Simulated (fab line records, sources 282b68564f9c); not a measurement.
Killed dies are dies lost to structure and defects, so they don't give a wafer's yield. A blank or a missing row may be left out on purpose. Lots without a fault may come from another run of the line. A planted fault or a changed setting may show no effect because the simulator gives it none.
Which tool did it? | flow rit_cmos | 14 lots, 42 wafers sampled, at 2 steps of a route of 202

WHAT THE GAUGES READ, wafer by wafer
RIT_PWELL_TW_MEAS_10.
lot  | measured    | on            | PWELL_TW
L850 | day 1 23:55 | film_metro-03 | 945 939 943
L851 | day 2 03:29 | film_metro-03 | 943 949 939
L852 | day 2 08:50 | film_metro-01 | 949 950 947
L856 | day 3 04:26 | film_metro-01 | 30 30 30
L857 | day 3 09:22 | film_metro-02 | 30 30 30
L861 | day 4 09:38 | film_metro-03 | 937 937 938
L862 | day 4 11:25 | film_metro-01 | 955 954 954
L865 | day 5 04:04 | film_metro-03 | 945 944 948
L866 | day 5 08:07 | film_metro-03 | 943 944 949
L867 | day 5 12:52 | film_metro-02 | 946 940 938
L868 | day 5 17:56 | film_metro-03 | 945 949 942
L869 | day 5 23:17 | film_metro-01 | 951 951 951
L870 | day 6 02:47 | film_metro-02 | 938 939 943
L872 | day 6 13:36 | film_metro-03 | 937 939 934

WHICH TOOL RAN EACH LOT (tool, then ch and the chambers of the sampled wafers, then the start)
lot  | RIT_NWELL_STRIP_09
L850 | plasma_asher-02 ch 0,1, day 1 22:11
L851 | plasma_asher-01 ch 0,1, day 2 01:44
L852 | plasma_asher-01 ch 0,1, day 2 07:01
L856 | plasma_asher-04 ch 0,1, day 3 02:37
L857 | plasma_asher-04 ch 0, day 3 07:38
L861 | plasma_asher-04 ch 0,1, day 4 07:47
L862 | plasma_asher-02 ch 0,1, day 4 09:40
L865 | plasma_asher-04 ch 0,1, day 5 02:13
L866 | plasma_asher-02 ch 0,1, day 5 06:13
L867 | plasma_asher-01 ch 0,1, day 5 11:04
L868 | plasma_asher-04 ch 1, day 5 16:13
L869 | plasma_asher-04 ch 0, day 5 21:26
L870 | plasma_asher-04 ch 0,1, day 6 01:04
L872 | plasma_asher-02 ch 0, day 6 11:44
- RIT_NWELL_STRIP_09: strips in O2, time 180 s.

WHAT THE TOOLS THEMSELVES READ (means of the sampled wafers that have a number; where no wafer has one, the mark that the record gives instead)
RIT_NWELL_STRIP_09.
lot  | tool            | chamber_pressure_mTorr (mTorr) | drypump_motor_current_A (A)
L850 | plasma_asher-02 | 4000                           | 6.2
L851 | plasma_asher-01 | 4002                           | 5.0
L852 | plasma_asher-01 | 4000                           | 5.2
L856 | plasma_asher-04 | -                              | -
L857 | plasma_asher-04 | -                              | -
L861 | plasma_asher-04 | 4000                           | 5.4
L862 | plasma_asher-02 | 4000                           | 6.3
L865 | plasma_asher-04 | 4003                           | 5.4
L866 | plasma_asher-02 | 4003                           | 6.4
L867 | plasma_asher-01 | 4000                           | 5.0
L868 | plasma_asher-04 | 4002                           | 5.0
L869 | plasma_asher-04 | 4000                           | 6.2
L870 | plasma_asher-04 | 3998                           | 5.8
L872 | plasma_asher-02 | 4002                           | 6.0

THE ANSWER, worked out from the rows above alone
Rule: what is usual is taken from the lots themselves. Put in order of their means at a reading, lots are off if they are a third of the lots or fewer, leave a main group of 4 or more, and stand apart from it by a gap of 3 or more times the standard deviation of the main group's means; of several such gaps the widest counts. A main group whose means are all the same, to the digits that the tables above print for the reading, isn't used. A lot without any number at a reading at which 4 lots or more have one is off too. The other lots that the step has rows for count as sound. The gauges are gone through in route order, then the tools' own readings, and for those a lot's mean is taken as printed above. The first step at which some lot is off is used, and at that step the reading that is off furthest; a lot without a number counts as furthest.
Off: L856, L857, at RIT_PWELL_TW_MEAS_10 (PWELL_TW). The main group: mean 944, standard deviation 5.1.
A tool fits if, at a process step before that reading, it ran every lot that is off, and no sound lot after the first of them. The gauges at RIT_PWELL_TW_MEAS_10 aren't tried: what is off there is off at RIT_NWELL_STRIP_09 too, on other tools, and a gauge's error can't cause that. None of those tried fits.

WHAT THE SIMULATOR HAD PUT IN
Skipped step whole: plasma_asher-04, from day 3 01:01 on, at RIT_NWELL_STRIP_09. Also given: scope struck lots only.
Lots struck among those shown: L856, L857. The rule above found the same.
